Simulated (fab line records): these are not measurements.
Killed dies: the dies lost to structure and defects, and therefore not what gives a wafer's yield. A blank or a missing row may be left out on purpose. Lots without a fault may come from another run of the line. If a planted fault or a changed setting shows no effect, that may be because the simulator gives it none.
Split-lot experiment ; flow ritCmos ; 5 lots, 23 wafers read, on a route of 202 steps

== ON THE SPLIT ==
At RIT_SPACER_ETCHBACK_05 (etches Si3N4 in SF6/CHF3, stops on SiO2, target depth 250 nm, time 240 s), the setting timeS was moved away from the recipe's 240 s on 10 of the 23 wafers read, by -13.1% to +4.8%. This setting was run at the recipe's value on the other wafers.

The reading comes from the split's own step.

== THE READING ==
oesProductAu, in a.u., at RIT_SPACER_ETCHBACK_05 (etches Si3N4 in SF6/CHF3, stops on SiO2, target depth 250 nm, time 240 s). A value of 0.846 a.u. with a standard deviation of 0.012 a.u. is what fault-free wafers of this fab line usually give.

wafer;tool, chamber at the split;timeS as run, s;against the recipe;oesProductAu, a.u.;against lot-mates on the recipe
L074.1;rieDiel-04, 3;229;-4.6%;0.890;+0.045
L074.2;rieDiel-04, 0;229;-4.6%;0.879;+0.034
L074.3;rieDiel-04, 2;229;-4.6%;0.871;+0.026
L074.5;rieDiel-04, 2;240;recipe;0.844;-
L074.6;rieDiel-04, 3;240;recipe;0.847;-
L076.1;rieDiel-02, 1;240;recipe;0.862;-
L076.2;rieDiel-02, 3;240;recipe;0.848;-
L076.5;rieDiel-02, 1;240;recipe;0.870;-
L078.1;rieDiel-04, 1;240;recipe;0.857;-
L078.3;rieDiel-04, 3;229.2;-4.5%;0.888;+0.040
L078.4;rieDiel-04, 2;240;recipe;0.839;-
L078.5;rieDiel-04, 0;229.2;-4.5%;0.875;+0.027
L078.6;rieDiel-04, 3;240;recipe;0.849;-
L080.1;rieDiel-04, 0;240;recipe;0.842;-
L080.3;rieDiel-04, 1;251.4;+4.8%;0.860;+0.015
L080.4;rieDiel-04, 3;240;recipe;0.849;-
L080.5;rieDiel-04, 0;251.4;+4.8%;0.850;+0.005
L080.6;rieDiel-04, 3;251.4;+4.8%;0.854;+0.009
L082.1;rieDiel-04, 2;240;recipe;0.843;-
L082.2;rieDiel-04, 1;240;recipe;0.847;-
L082.4;rieDiel-04, 3;240;recipe;0.850;-
L082.5;rieDiel-04, 1;208.6;-13.1%;0.944;+0.097
L082.6;rieDiel-04, 2;208.6;-13.1%;0.936;+0.089

FIT RESULTS
A straight line over all 23 wafers: oesProductAu changes by -0.00535 a.u. for each +1% of timeS; r = -0.88; the points scatter about the line by 0.014 a.u.
The same after taking each lot's own level away (the mean of its wafers on the recipe; 23 wafers): -0.00543 a.u. for each +1%; r = -0.87; scatter 0.014 a.u.
According to that fit, moving timeS by its largest amount changes the reading by 0.071 a.u.
Across the lots, their own levels run from 0.8455 to 0.8600 a.u., a range of 1.2 times the standard deviation given above.
Hence the lot-to-lot level has little effect on the slope; both slopes agree.
Check: for one of the wafers moved furthest among these (-13.1%), held out of the fit, the line's prediction against its lot-mates is +0.0707 a.u. Against them it came out at +0.0973 a.u.
Tool readings at the split's step, against how far the setting was moved: oesProductAu r = -0.88.

== FURTHER SPLITS ON THESE WAFERS ==
Before the reading, these wafers also passed through other splits. Each is held against what the fit with the lots' levels taken away leaves over:
other split on the same wafers;wafers away from the commonest value;r with oesProductAu (lot level and that fit taken away)
RIT_SPACER_CLEAN_00 timeS;18;-0.20

== THE WHOLE CHAIN: every reading that the file lists as answering this split, in the file's order ==
step;what it does;reading;change (the file's fit);r (the file's)
RIT_SPACER_ETCHBACK_05;etches Si3N4 in SF6/CHF3, stops on SiO2, target depth 250 nm, time 240 s;oesProductAu;-0.00634 a.u. for each +1% of the setting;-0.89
RIT_SPACER_ETCHBACK_05;etches Si3N4 in SF6/CHF3, stops on SiO2, target depth 250 nm, time 240 s;poly-Si_of_GATE_CVD_08.thkNm (the simulator's own value, which no gauge read);-0.659 nm for each +1% of the setting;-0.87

== FILE'S OWN FIT ==
oesProductAu changes by -0.00634 a.u. for each +1% of timeS, r = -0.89.
